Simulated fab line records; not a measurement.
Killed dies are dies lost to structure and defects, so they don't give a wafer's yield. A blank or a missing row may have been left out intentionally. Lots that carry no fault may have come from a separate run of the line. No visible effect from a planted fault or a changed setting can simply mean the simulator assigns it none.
Comparing a struck lot with a sound one + flow berkeley cmos170 + 15 out of 331 route steps
Sound: wafers L758.3, L758.4, L758.5. The struck wafers were L767.1, L767.4, L767.5. The cause is given at the end.
At each step with rows: each side's tool, then ch and its chambers, then its first start. Under that, the readings that differ: sound wafers + struck wafers + difference of the means + sigmas: that difference in standard deviations of wafers without a fault.
alike: a reading whose means differ by less than 2 such deviations, as well as words and numbers matching on both sides. not compared: withheld readings; readings where some wafer has no value; bounds like >300 that might hide an equal value; numbers whose values overlap and for which the record gives no deviation.
A row with sigmas, a row that says differs or no value, or rows on one side alone: a step with any of these is where the two part. Non-overlapping numbers with no deviation appear without sigmas and do not part them. A reading missing from all wafers of one side parts the sides only when that side holds two or more wafers.

UCB170_NWELL_ETCH_13: etches Si3N4 in CH3F/Ar/O2, stops on SiO2, target depth 246.4 nm, time 154 s.
  sound on rie diel-02 ch 0,2,3, day 3 07:11; struck on rie diel-01 ch 0,1,2, day 5 12:56
  alike: chamber pressure mTorr, drypump motor current A, oes product au, throttle valve pct
  not compared: rf hours counter h
next, for these wafers, 1 step has no rows: UCB170_NWELL_IMPLANT_14.
UCB170_NWELL_STRIP_15: strips in O2.
  sound on plasma asher-01 ch 0,1, day 3 07:28; struck on plasma asher-02 ch 0,1, day 5 13:11
| reading                      | sound             | struck            | difference | sigmas |
|------------------------------|-------------------|-------------------|------------|--------|
| strip time to endpoint s (s) | 17.93 17.89 17.93 | 18.18 18.13 18.09 | +0.22      | +3     |
  alike: chamber pressure mTorr, drypump motor current A, oes product au
  not compared: rf hours counter h
UCB170_NWELL_TW_MEAS_16:
  sound on film metro-01, day 3 07:34; struck on film metro-04, day 5 13:17
| reading  | sound          | struck         | difference | sigmas |
|----------|----------------|----------------|------------|--------|
| NWELL_TW | 1240 1228 1227 | 1250 1252 1252 | +20        | +3     |
then, 6 steps without rows for these wafers: UCB170_NWELL_CLEAN_17 (cleans in SPM, time 600 s); UCB170_NWELL_WET_ETCH_18 (etches Si3N4 in H3PO4, time 14400 s); UCB170_NWELL_WET_ETCH_19 (etches SiO2 in BOE, time 22 s); UCB170_PWELL_CLEAN_00 (cleans in SPM, time 600 s); UCB170_PWELL_CLEAN_01 (cleans in dHF, time 60 s); UCB170_PWELL_OXIDATION_02 (target thk 26.4 nm, ox time 1260 s).
UCB170_PWELL_THK_MEAS_03:
  sound on film metro-04, day 3 16:42; struck on film metro-04, day 5 23:05
  alike: PWELL_OXIDE_THK
then, 1 step without rows for these wafers: UCB170_PWELL_ANNEAL_04 (time 900 s).
UCB170_PWELL_CVD_05: deposits Si3N4 from SiH2Cl2/NH3, target thk 220 nm, time 3300 s.
  sound on lpcvd-02 ch 1, day 3 20:41; struck on lpcvd-02 ch 1, day 6 04:02
  no value came back on the struck wafers for nh3 flow sccm (sccm), pressure mtorr (mTorr), spike tc centre C (C); on the sound wafers nh3 flow sccm (sccm) reads 74.82 74.80 75.10
then, 1 step without rows for these wafers: UCB170_PWELL_HMDS_07 (prime time 60 s).
-- the record jumps here: 6 days lie between the struck wafers' starts before and after (it left off in module PWELL and takes up again in module M3, whose first step shown is number 331 of the route) --
UCB170_M3_PROBE_99:
  the record has rows for the struck wafers here (prober-02, day 12 05:40) and none for the sound ones

== WHERE THEY PART ==
Last at UCB170_M3_PROBE_99 as far as this record goes, first at UCB170_NWELL_STRIP_15.

WHY: what had been put in by the simulator
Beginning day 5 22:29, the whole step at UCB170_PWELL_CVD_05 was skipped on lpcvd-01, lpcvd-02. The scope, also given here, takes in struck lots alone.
